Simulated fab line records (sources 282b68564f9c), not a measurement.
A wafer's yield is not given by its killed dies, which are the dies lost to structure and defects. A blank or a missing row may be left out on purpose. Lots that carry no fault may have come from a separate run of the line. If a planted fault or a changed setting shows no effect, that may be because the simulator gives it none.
Which of the tools did it?    flow rit_cmos    14 lots, 42 wafers sampled, at 2 steps of a route of 202

WHAT THE GAUGES SHOWED, per wafer
The record lacks any reading of a measuring or inspecting step that a usual standard deviation could be used to judge.

WHAT TOOL EACH LOT RAN ON (gives the tool, then ch and the chambers of the sampled wafers, and finally the start)
lot   RIT_M1_METAL_ETCH_12              RIT_M1_PROBE_99
L214  rie_metal-04 ch 0,1, day 3 12:52  prober-02, day 3 15:23
L215  rie_metal-03 ch 0,1, day 3 16:39  prober-01, day 3 18:54
L216  rie_metal-01 ch 0,1, day 3 21:59  prober-02, day 4 00:17
L217  rie_metal-04 ch 0,1, day 4 01:40  prober-01, day 4 03:58
L222  rie_metal-01 ch 0,1, day 5 04:55  prober-02, day 5 07:13
L223  rie_metal-04 ch 1, day 5 11:41    prober-01, day 5 14:05
L224  rie_metal-03 ch 1, day 5 14:08    prober-02, day 5 16:33
L225  rie_metal-01 ch 0,1, day 5 18:20  prober-01, day 5 20:39
L226  rie_metal-04 ch 1, day 5 23:25    prober-02, day 6 01:50
L227  rie_metal-03 ch 1, day 6 02:16    prober-01, day 6 04:40
L231  rie_metal-01 ch 0,1, day 6 22:47  prober-01, day 7 01:07
L233  rie_metal-03 ch 0,1, day 7 07:29  prober-01, day 7 09:48
L234  rie_metal-01 ch 0,1, day 7 12:18  prober-02, day 7 14:33
L236  rie_metal-03 ch 0,1, day 8 01:33  prober-02, day 8 03:52
- RIT_M1_METAL_ETCH_12: etches Al in Cl2/BCl3, stops on SiO2, time 165 s, target depth 600 nm.
- RIT_M1_PROBE_99

WHAT THE TOOLS THEMSELVES READ (means of the sampled wafers that have a number; where no wafer has one, the mark that the record gives instead)
RIT_M1_METAL_ETCH_12. Usual: chamber_pressure_mTorr 100.01 mTorr, standard deviation 0.092; drypump_motor_current_A 5.7 A, standard deviation 0.48; oes_product_au 0.783 a.u., standard deviation 0.011; throttle_valve_pct 8.25 %, standard deviation 0.087.
lot   tool          chamber_pressure_mTorr (mTorr)  drypump_motor_current_A (A)  oes_product_au (a.u.)  throttle_valve_pct (%)  flag
L214  rie_metal-04  100.01                          5.6                          0.768                  8.44                    
L215  rie_metal-03  99.95                           6.0                          0.783                  8.15                    
L216  rie_metal-01  100.00                          5.3                          0.784                  8.24                    
L217  rie_metal-04  99.92                           5.7                          0.778                  8.36                    
L222  rie_metal-01  100.08                          5.3                          0.781                  8.23                    
L223  rie_metal-04  100.09                          5.9                          0.783                  8.29                    
L224  rie_metal-03  100.04                          6.4                          0.796                  8.24                    
L225  rie_metal-01  100.00                          5.3                          0.783                  8.24                    
L226  rie_metal-04  100.04                          5.9                          0.774                  8.28                    
L227  rie_metal-03  100.03                          6.3                          0.790                  8.25                    
L231  rie_metal-01  119.93                          5.3                          0.773                  8.22                    OFF
L233  rie_metal-03  99.98                           6.1                          0.790                  8.20                    
L234  rie_metal-01  120.07                          5.1                          0.784                  8.21                    OFF
L236  rie_metal-03  99.96                           6.2                          0.784                  8.20                    

RIT_M1_PROBE_99. Usual: defect_limited_yield 97.3 %, standard deviation 1; killed_at_contacts 0.0, standard deviation 0.16; killed_at_front_end 7.1, standard deviation 2.7; killed_dies 7.2, standard deviation 2.7; killed_open 3.5, standard deviation 1.9; killed_short 3.6, standard deviation 1.9; sort_bin_3_pad_short 0.1 %, standard deviation 0.21; sort_bin_5_function 1.6 %, standard deviation 0.73; sort_bin_6_memory 1.0 %, standard deviation 0.64; sort_n_pass 256.8, standard deviation 2.7; sort_yield_pct 97.3 %, standard deviation 1.
lot   tool       defect_limited_yield (%)  killed_at_contacts  killed_at_front_end  killed_dies  killed_open  killed_short  sort_bin_3_pad_short (%)  sort_bin_5_function (%)  sort_bin_6_memory (%)  sort_n_pass  sort_yield_pct (%)  flag
L214  prober-02  97.0                      0.0                 8.0                  8.0          4.0          4.0           0.0                       1.9                      1.1                    256.0        97.0                
L215  prober-01  96.9                      0.0                 8.3                  8.3          3.0          5.3           0.3                       1.4                      1.5                    255.7        96.9                
L216  prober-02  97.4                      0.3                 6.3                  6.7          4.3          2.3           0.0                       1.6                      0.9                    257.3        97.4                
L217  prober-01  96.2                      0.0                 10.0                 10.0         6.7          3.3           0.0                       2.0                      1.8                    254.0        96.2                
L222  prober-02  98.1                      0.0                 5.0                  5.0          3.0          2.0           0.0                       0.9                      1.0                    259.0        98.1                
L223  prober-01  97.1                      0.0                 7.7                  7.7          3.0          4.7           0.3                       1.8                      0.9                    256.3        97.1                
L224  prober-02  98.5                      0.0                 4.0                  4.0          2.3          1.7           0.0                       1.0                      0.5                    260.0        98.5                
L225  prober-01  96.7                      0.0                 8.7                  8.7          4.3          4.3           0.1                       1.9                      1.3                    255.3        96.7                
L226  prober-02  97.7                      0.0                 6.0                  6.0          3.0          3.0           0.0                       1.2                      1.0                    258.0        97.7                
L227  prober-01  97.7                      0.0                 6.0                  6.0          3.7          2.3           0.3                       1.8                      0.3                    258.0        97.7                
L231  prober-01  97.4                      0.0                 7.0                  7.0          2.7          4.3           0.4                       1.3                      1.0                    257.0        97.4                
L233  prober-01  96.8                      0.0                 8.3                  8.3          4.0          4.0           0.3                       2.1                      0.8                    255.7        96.8                
L234  prober-02  96.0                      0.0                 10.7                 10.7         7.0          3.7           0.1                       2.8                      1.1                    253.3        96.0                
L236  prober-02  98.2                      0.0                 4.7                  4.7          2.7          2.0           0.0                       1.4                      0.4                    259.3        98.2                

THE ANSWER, worked out from the rows above alone
Rule: take the mean of a lot's wafers that have a number; if it is more than 3 standard deviations from the usual mean, the lot is off. A lot without any number at a reading at which 4 lots or more have one is off too. Where the step has rows for the other lots, those lots are counted as sound. First the gauges in route order, then the tools' own readings, where a lot's mean is used as printed above. At the first step where some lot is off, the reading lying furthest off is the one used; lots without a number count as furthest.
Off, at RIT_M1_METAL_ETCH_12 on chamber_pressure_mTorr: L231, L234.
A tool fits if, at that step or a process step before it, it ran every lot that is off, and no sound lot after the first of them. One fits: rie_metal-01 at RIT_M1_METAL_ETCH_12. A fault onset in the window from L225 (day 5 18:20, its last sound lot) to L231 (day 6 22:47, its first lot off) fits.
The tool's own readings at RIT_M1_METAL_ETCH_12 bear it out: on the lots that are off they differ by more than 5 times the standard deviation of the sound lots' means. chamber_pressure_mTorr reads 120.00 mTorr there against 100.01 mTorr on the sound lots.

WHAT THE SIMULATOR HAD INSERTED
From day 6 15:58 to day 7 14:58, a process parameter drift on rie_metal-01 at RIT_M1_METAL_ETCH_12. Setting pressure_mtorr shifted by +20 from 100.
Shown lots that were struck: L231, L234. The rule given above showed the same thing.
